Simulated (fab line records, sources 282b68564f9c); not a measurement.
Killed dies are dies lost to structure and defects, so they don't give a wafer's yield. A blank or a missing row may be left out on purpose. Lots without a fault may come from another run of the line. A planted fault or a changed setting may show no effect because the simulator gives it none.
Which tool did it? | flow rit_cmos | 6 lots, 18 wafers sampled, at 3 steps of a route of 202

WHAT THE GAUGES READ, wafer by wafer
RIT_SDANNEAL_RS_MEAS_04: measures by four-point-probe.
lot  | measured    | on            | PSD_RS (ohm/sq)
L465 | day 3 13:05 | film_metro-04 | 116.34 116.31 116.33
L467 | day 4 01:38 | film_metro-04 | 116.11 115.37 115.81
L469 | day 4 08:32 | film_metro-04 | 116.16 116.13 116.05
L471 | day 4 18:16 | film_metro-03 | 116.32 116.08 116.13
L477 | day 6 02:34 | film_metro-02 | 94.04 94.20 93.85
L485 | day 8 04:47 | film_metro-03 | 116.39 116.41 116.37

WHICH TOOL RAN EACH LOT (tool, then ch and the chambers of the sampled wafers, then the start)
lot  | RIT_NRETRO_STRIP_09                 | RIT_SDANNEAL_RTA_03
L465 | plasma_asher-01 ch 0, day 2 12:11   | rtp_anneal-02 ch 0, day 3 13:01
L467 | plasma_asher-02 ch 0,1, day 3 03:05 | rtp_anneal-02 ch 0, day 4 01:34
L469 | plasma_asher-01 ch 0,1, day 3 09:47 | rtp_anneal-02 ch 0, day 4 08:28
L471 | plasma_asher-03 ch 0,1, day 3 21:19 | rtp_anneal-02 ch 0, day 4 18:13
L477 | plasma_asher-01 ch 0,1, day 5 03:23 | rtp_anneal-02 ch 0, day 6 02:31
L485 | plasma_asher-03 ch 0,1, day 7 02:25 | rtp_anneal-01 ch 0, day 8 04:43
- RIT_NRETRO_STRIP_09: strips in O2, time 180 s.
- RIT_SDANNEAL_RTA_03: time 5 s.

THE ANSWER, worked out from the rows above alone
Rule: what is usual is taken from the lots themselves. Put in order of their means at a reading, lots are off if they are a third of the lots or fewer, leave a main group of 4 or more, and stand apart from it by a gap of 3 or more times the standard deviation of the main group's means; of several such gaps the widest counts. A main group whose means are all the same, to the digits that the tables above print for the reading, isn't used. A lot without any number at a reading at which 4 lots or more have one is off too. The other lots that the step has rows for count as sound.
Off: L477, at RIT_SDANNEAL_RS_MEAS_04 (PSD_RS). The main group: mean 116.15 ohm/sq, standard deviation 0.22.
A tool fits if, at a process step before that reading, it ran every lot that is off, and no sound lot after the first of them. The gauges at RIT_SDANNEAL_RS_MEAS_04 are tried like those tools. Can't be told from this: 3 tools fit, plasma_asher-01 at RIT_NRETRO_STRIP_09, rtp_anneal-02 at RIT_SDANNEAL_RTA_03, film_metro-02 at RIT_SDANNEAL_RS_MEAS_04.

WHAT THE SIMULATOR HAD PUT IN
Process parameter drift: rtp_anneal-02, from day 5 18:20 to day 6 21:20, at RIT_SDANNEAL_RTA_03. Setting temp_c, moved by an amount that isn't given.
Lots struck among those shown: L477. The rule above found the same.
